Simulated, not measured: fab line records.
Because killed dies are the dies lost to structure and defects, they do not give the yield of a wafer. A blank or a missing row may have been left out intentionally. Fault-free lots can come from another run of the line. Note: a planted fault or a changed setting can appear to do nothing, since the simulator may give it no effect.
Which tool was responsible? + flow ritCmos + 13 lots with 39 wafers sampled at 2 steps, on a route of 202 steps

WHAT THE GAUGES READ, wafer by wafer
No reading from a measuring or inspecting step in the record can be judged against a usual standard deviation.

WHICH TOOL RAN EACH LOT (tool, then ch and the chambers of the sampled wafers, then the start)
| lot  | RIT_ACTIVE_OXIDATION_01      | RIT_M1_PROBE_99        |
|------|------------------------------|------------------------|
| L266 | furnace-01 ch 0, day 1 10:35 | -                      |
| L267 | furnace-01 ch 0, day 1 17:41 | -                      |
| L268 | furnace-03 ch 0, day 1 21:19 | -                      |
| L269 | furnace-04 ch 0, day 2 02:12 | -                      |
| L270 | furnace-01 ch 0, day 2 06:07 | -                      |
| L274 | furnace-01 ch 0, day 3 03:16 | prober-01, day 5 08:40 |
| L278 | furnace-01 ch 0, day 3 22:08 | prober-02, day 6 05:24 |
| L279 | furnace-03 ch 0, day 4 06:07 | -                      |
| L280 | furnace-03 ch 0, day 4 08:07 | -                      |
| L285 | furnace-04 ch 0, day 5 10:25 | -                      |
| L287 | furnace-04 ch 0, day 5 19:40 | -                      |
| L288 | furnace-01 ch 0, day 6 00:41 | -                      |
| L289 | furnace-04 ch 0, day 6 05:19 | prober-01, day 8 11:16 |
- RIT_ACTIVE_OXIDATION_01: target thk 46.8 nm, ox time 3360 s.
- RIT_M1_PROBE_99

AS READ BY THE TOOLS THEMSELVES (means over the sampled wafers that have a number; for cases with no such wafer, the mark the record gives instead)
RIT_ACTIVE_OXIDATION_01. Usual: spikeTcCentreC reads 1002.0 C (standard deviation 1.5).
| lot  | tool       | spikeTcCentreC (C) | flag |
|------|------------|--------------------|------|
| L266 | furnace-01 | 1000.0             |      |
| L267 | furnace-01 | 1002.3             |      |
| L268 | furnace-03 | 1004.5             |      |
| L269 | furnace-04 | 1002.4             |      |
| L270 | furnace-01 | 1000.8             |      |
| L274 | furnace-01 | 1001.5             |      |
| L278 | furnace-01 | 1002.2             |      |
| L279 | furnace-03 | 1003.5             |      |
| L280 | furnace-03 | 1004.1             |      |
| L285 | furnace-04 | 1002.6             |      |
| L287 | furnace-04 | 1002.1             |      |
| L288 | furnace-01 | 1001.7             |      |
| L289 | furnace-04 | 1002.2             |      |

RIT_M1_PROBE_99. Usual: killedAtContacts 0.1, standard deviation 0.23; killedAtFrontEnd 6.7, standard deviation 2.7; killedDies 6.7, standard deviation 2.7; killedOnRim 1.8, standard deviation 1.2; killedOpen 3.2, standard deviation 1.8; killedShort 3.5, standard deviation 1.9.
| lot  | tool      | killedAtContacts | killedAtFrontEnd | killedDies | killedOnRim | killedOpen | killedShort | flag |
|------|-----------|------------------|------------------|------------|-------------|------------|-------------|------|
| L274 | prober-01 | 0.0              | 112.7            | 112.7      | 29.0        | 2.3        | 3.3         | OFF  |
| L278 | prober-02 | 0.0              | 112.7            | 112.7      | 28.3        | 0.3        | 1.7         | OFF  |
| L289 | prober-01 | 0.3              | 11.7             | 12.0       | 1.7         | 5.0        | 6.3         |      |

THE ANSWER, worked out from the rows above alone
Rule: a lot counts as off when the mean over its wafers that have a number is more than 3 standard deviations away from the usual mean. Also off: a lot with no number at a reading for which 4 or more lots have one. The other lots that the step has rows for count as sound. The gauges are gone through in route order, then the tools' own readings, and for those a lot's mean is taken as printed above. At the first step where some lot is off, the reading lying furthest off is the one used; lots without a number count as furthest.
Off, at RIT_M1_PROBE_99 on killedAtFrontEnd: L274, L278. Neither off nor sound, because the step has no rows for them: L266, L267, L268, L269, L270, L279, L280, L285, L287, L288.
If a tool, at that step or one of the process steps before it, ran each lot that is off and ran no sound lot following the first of them, it fits. One fits: furnace-01 at RIT_ACTIVE_OXIDATION_01. It ran no sound lot before its first lot that is off in this sample, so the start can't be narrowed down.

WHAT THE SIMULATOR PUT IN
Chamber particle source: furnace-01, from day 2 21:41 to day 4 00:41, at RIT_ACTIVE_OXIDATION_01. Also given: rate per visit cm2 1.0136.
Struck lots among those shown: L274, L278. The rule above found the same.
